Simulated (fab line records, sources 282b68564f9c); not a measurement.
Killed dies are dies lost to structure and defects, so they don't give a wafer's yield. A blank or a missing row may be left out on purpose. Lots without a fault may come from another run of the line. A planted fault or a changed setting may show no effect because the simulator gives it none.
A struck lot beside a sound one | flow rit_cmos | 26 steps out of a route of 202
Sound: wafers L530.1, L530.2, L530.3. Struck: wafers L521.1, L521.4, L521.5. The cause comes at the end.
At each step with rows: each side's tool, then ch and its chambers, then its first start. Under that, the readings that differ: sound wafers | struck wafers | difference of the means | sigmas: that difference in standard deviations of wafers without a fault.
alike: readings whose means differ by less than 2 such deviations, and words and numbers that are the same on both sides. not compared: withheld readings, readings that some wafer has no value for, bounds like >300 that may hide the same value, and numbers for which the record gives no deviation and whose values overlap.
The two part at a step that has a row with sigmas, a row that says differs or no value, or rows on one side only. Numbers that don't overlap but have no deviation are shown without sigmas and don't part them. A reading that every wafer of one side lacks parts them only if that side has two wafers or more.

first, 1 step without rows for these wafers: RIT_SPACER_CVD_03 (deposits Si3N4 from SiH2Cl2/NH3, target thk 250 nm, time 3300 s).
RIT_SPACER_THK_MEAS_04:
  sound on film_metro-02, day 7 08:52; struck on film_metro-03, day 5 11:07
  alike: SPACER_NITRIDE_THK
RIT_SPACER_ETCHBACK_05: etches Si3N4 in SF6/CHF3, stops on SiO2, target depth 250 nm, time 240 s.
  sound on rie_diel-04 ch 2,3, day 7 08:55; struck on rie_diel-02 ch 1,2,3, day 5 11:10
  alike: drypump_motor_current_A, oes_product_au, throttle_valve_pct
  not compared: rf_hours_counter_h
then, 6 steps without rows for these wafers: RIT_NSD_HMDS_00 (prime time 60 s); RIT_NSD_COAT_01 (resist thk 1000 nm); RIT_NSD_SOFTBAKE_02 (time 60 s); RIT_NSD_EXPOSE_03 (exposes mask M9, target cd 40700 nm); RIT_NSD_PEB_04; RIT_NSD_DEVELOP_05 (develop time 50 s).
RIT_NSD_OVL_MEAS_06:
  sound on overlay-02, day 7 10:04; struck on overlay-01, day 5 12:18
  alike: NSD_OVL
then, 2 steps without rows for these wafers: RIT_NSD_HARDBAKE_07 (time 60 s); RIT_NSD_IMPLANT_08.
RIT_NSD_STRIP_09: strips in O2, time 180 s.
  sound on plasma_asher-03 ch 0,1, day 7 10:24; struck on plasma_asher-02 ch 0,1, day 5 12:38
  no value came back on the struck wafers for chamber_pressure_mTorr (mTorr), drypump_motor_current_A (A), o2_flow_sccm (sccm), rf_refl_power_W (W); on the sound wafers chamber_pressure_mTorr (mTorr) reads 3999 3999 3999
  reading                                  | sound | struck            | difference | sigmas
  model.NOVOLAK_of_NSD_COAT_01.thk_nm (nm) | 0 0 0 | 889.4 891.3 885.6 | +888.8     |
  not compared: rf_hours_counter_h
RIT_NSD_TW_MEAS_10:
  sound on film_metro-02, day 7 10:35; struck on film_metro-03, day 5 12:49
  reading | sound          | struck         | difference | sigmas
  NSD_TW  | 3094 3111 3120 | 3054 3066 3052 | -51        | -2
then, 6 steps without rows for these wafers: RIT_PSD_HMDS_00 (prime time 60 s); RIT_PSD_COAT_01 (resist thk 1000 nm); RIT_PSD_SOFTBAKE_02 (time 60 s); RIT_PSD_EXPOSE_03 (exposes mask M10, target cd 40900 nm); RIT_PSD_PEB_04; RIT_PSD_DEVELOP_05 (develop time 50 s).
RIT_PSD_OVL_MEAS_06:
  sound on overlay-02, day 7 11:37; struck on overlay-02, day 5 13:50
  alike: PSD_OVL
then, 2 steps without rows for these wafers: RIT_PSD_HARDBAKE_07 (time 60 s); RIT_PSD_IMPLANT_08.
RIT_PSD_STRIP_09: strips in O2, time 180 s.
  sound on plasma_asher-03 ch 0,1, day 7 11:57; struck on plasma_asher-04 ch 0,1, day 5 14:11
  reading                     | sound       | struck      | difference | sigmas
  drypump_motor_current_A (A) | 6.4 6.7 6.4 | 5.4 4.9 4.9 | -1.4       | -2
  alike: chamber_pressure_mTorr, o2_flow_sccm, rf_refl_power_W
  not compared: rf_hours_counter_h
RIT_PSD_TW_MEAS_10:
  sound on film_metro-02, day 7 12:07; struck on film_metro-04, day 5 14:35
  reading | sound          | struck   | difference | sigmas
  PSD_TW  | 3414 3404 3395 | 30 30 30 | -3374      | -99 or more
  not compared: hold
RIT_M1_PROBE_99:
  the record has rows for the sound wafers here (prober-02, day 7 20:13) and none for the struck ones

WHERE THEY PART
First at RIT_NSD_STRIP_09; last, within this record, at RIT_M1_PROBE_99.

WHY: what the simulator had put in
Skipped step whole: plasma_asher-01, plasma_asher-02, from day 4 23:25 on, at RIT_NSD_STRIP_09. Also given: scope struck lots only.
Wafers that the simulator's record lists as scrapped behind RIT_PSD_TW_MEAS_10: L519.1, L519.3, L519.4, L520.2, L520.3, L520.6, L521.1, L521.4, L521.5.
